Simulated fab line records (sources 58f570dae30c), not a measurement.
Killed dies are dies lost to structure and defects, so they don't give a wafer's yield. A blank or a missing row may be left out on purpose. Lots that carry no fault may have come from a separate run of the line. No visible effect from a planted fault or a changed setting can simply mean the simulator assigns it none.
Code-filled problem report in 8D (eight disciplines) form	flow berkeley-cmos170	the parts of the form that need people (team, actions taken, sign-off) are left out

## 1. WHAT WENT WRONG
SPACER_TEOS_THK at UCB170_SPACER_THK_MEAS_01 reads a mean of 395 nm on 1 wafer of 1 lot; wafers without a fault read 376 nm with a standard deviation of 4.4. Measured from the usual mean, that is +4.3 standard deviations.
First seen on wafer L708.2, day 10 09:17, on film-metro-01. The record has a number at this step for 39 wafers belonging to 13 lots. Rule for "out", or "out of limits": more than 4 standard deviations from the usual mean. The other wafers with a number count as sound.

## 2. WHAT IT IS, WHAT IT ISN'T
question	is	is not
which readings at this step	SPACER_TEOS_THK	-
which lots	L708	L696, L697, L698, L699, L700, L701, L704, L709, L711, L715, L717, L719
which wafers of those lots	L708.2	L708.3, L708.5
read on which gauges	film-metro-01	film-metro-03, film-metro-04
when	from day 10 09:17	up to then (23 sound wafers); but 15 sound wafers of L709, L711, L715, L717, L719 came after

## 3. WHAT RULES OUT EACH SUSPECT
Counting: if a tool at a process step up to the reading ran every lot that is out, it stays a suspect. Sound lots after the first of them don't rule it out here, since some wafers of a struck lot are sound.
- the gauge at UCB170_SPACER_THK_MEAS_01: kept. All the wafers that are out were read on film-metro-01, and no step on other tools shows them out.
- pecvd-04 at UCB170_SPACER_CVD_00 (deposits SiO2 from TEOS/O2, target thk 376 nm, time 47 s): kept. L708, the lot that is out, went through it at day 10 09:14; up to then, the latest sound lot through it was L704 at day 9 05:04.
- At UCB170_SPACER_CVD_00 on pecvd-04, chamber 1 took the sound wafers of the same lots and chamber 0 took the wafers that are out.
What counting leaves: pecvd-04 at UCB170_SPACER_CVD_00 and film-metro-01 at UCB170_SPACER_THK_MEAS_01.

## 4. THE CAUSE (what the simulator had put in)
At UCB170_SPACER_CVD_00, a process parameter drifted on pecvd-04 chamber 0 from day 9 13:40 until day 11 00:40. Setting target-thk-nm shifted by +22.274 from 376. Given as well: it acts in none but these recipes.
Counting left 2 suspects, and this tool is among them.

## 5. SEQUENCE OF EFFECTS, ordered by route
One row per reading whose mean, taken over the struck wafers that have a number, lies over 3 standard deviations from the usual. Only readings for which the record gives a usual standard deviation are gone through. hours: the time from each lot's start at the first step in this table that gives one to its start at this step, as a median over the lots. sigmas: the change in usual standard deviations.
hours	step	reading	usual	on struck wafers	change	sigmas
0	UCB170_SPACER_THK_MEAS_01	SPACER_TEOS_THK	376 nm	395	+19	+4.3

## 6. HOW IT WOULD HAVE BEEN CAUGHT EARLIER
The first out-of-limits reading at a measuring or inspecting step in this record came at day 10 09:17, 20 hours after the fault's start at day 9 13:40.
No tool reading at UCB170_SPACER_CVD_00 that has a usual standard deviation in the record was out on any struck wafer, so an alarm limit of 4 standard deviations on those readings would not have fired.
All the lots that are out (1) had begun UCB170_SPACER_CVD_00 on pecvd-04 by day 10 09:17. Holding the tool at that point would not have protected any of them.
